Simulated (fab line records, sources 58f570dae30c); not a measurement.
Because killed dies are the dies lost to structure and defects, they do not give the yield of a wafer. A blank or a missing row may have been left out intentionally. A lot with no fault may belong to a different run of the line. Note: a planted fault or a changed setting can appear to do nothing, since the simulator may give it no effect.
Comparing a struck lot with a sound one :: flow berkeley-cmos170 :: 15 out of 331 route steps
Sound: the wafers L988.2, L988.5, L988.6. Struck: wafers L983.2, L983.3, L983.5. Last of all comes the cause.
Each step with rows lists, per side, the tool, then ch with its chambers, then its first start. Under that, the readings that differ: sound wafers :: struck wafers :: difference of the means :: sigmas: that difference in standard deviations of wafers without a fault.
alike: words and numbers the same on both sides, and readings whose means are apart by under 2 such deviations; not compared: readings that were withheld, readings missing a value for some wafer, numbers with overlapping values and no deviation given by the record, and bounds like >300 which may hide the same value.
Wherever a step has rows on one side only, a row that says differs or no value, or a row with sigmas, the two part there. Numbers that have no deviation but don't overlap get no sigmas and don't part them. A reading that every wafer of one side lacks parts them only if that side has two wafers or more.

UCB170_PFIELD_STRIP_08: strips in O2.
  sound on plasma-asher-02 ch 0,1, day 8 13:42; struck on plasma-asher-01 ch 0,1, day 7 01:00
  alike: drypump-motor-current-A, oes-product-au, strip-time-to-endpoint-s
  not compared: rf-hours-counter-h
UCB170_PFIELD_TW_MEAS_09:
  sound: film-metro-03 at day 8 13:49; struck: film-metro-02 at day 7 01:07
reading: PFIELD_TW
sound: 605 605 606
struck: 586 585 588
difference: -19
sigmas: -3
then, 2 steps without rows for these wafers: UCB170_FIELD_CLEAN_00 (cleans in dHF, time 7.5 s); UCB170_FIELD_OXIDATION_01 (target thk 558.3 nm, ox time 6842 s).
UCB170_FIELD_THK_MEAS_02:
  sound: film-metro-01 at day 8 22:13; struck: film-metro-04 at day 7 10:00
  alike: FIELD_OXIDE_THK
then, 4 steps without rows for these wafers: UCB170_FIELD_ANNEAL_03 (time 1200 s); UCB170_FIELD_WET_ETCH_04 (etches SiO2 in dHF, time 60 s); UCB170_FIELD_WET_ETCH_05 (etches Si3N4 in H3PO4, time 12600 s); UCB170_FIELD_WET_ETCH_06 (etches SiO2 in BOE, time 22 s).
UCB170_FIELD_THK_MEAS_90:
  sound: film-metro-04 at day 9 09:53; struck: film-metro-02 at day 7 22:33
  alike: FIELD_OXIDE_LEFT_1_THK
then, 2 steps without rows for these wafers: UCB170_SACOX_CLEAN_00 (cleans in dHF, time 7.5 s); UCB170_SACOX_OXIDATION_01 (target thk 14.4 nm, ox time 2400 s).
UCB170_SACOX_THK_MEAS_02:
  sound: film-metro-03 at day 9 15:44; struck: film-metro-01 at day 8 07:35
reading: SACOX_OXIDE_THK (nm)
sound: 14.40 14.58 14.81
struck: 15.47 15.70 15.44
difference: +0.94
sigmas: +4
then, 2 steps without rows for these wafers: UCB170_SCREENOX_WET_ETCH_00 (etches SiO2 in dHF, time 200 s); UCB170_M3_PROBE_99.

## WHERE THEY PART
Earliest at UCB170_PFIELD_TW_MEAS_09; latest, in this record, at UCB170_SACOX_THK_MEAS_02.

WHY: the cause the simulator had injected
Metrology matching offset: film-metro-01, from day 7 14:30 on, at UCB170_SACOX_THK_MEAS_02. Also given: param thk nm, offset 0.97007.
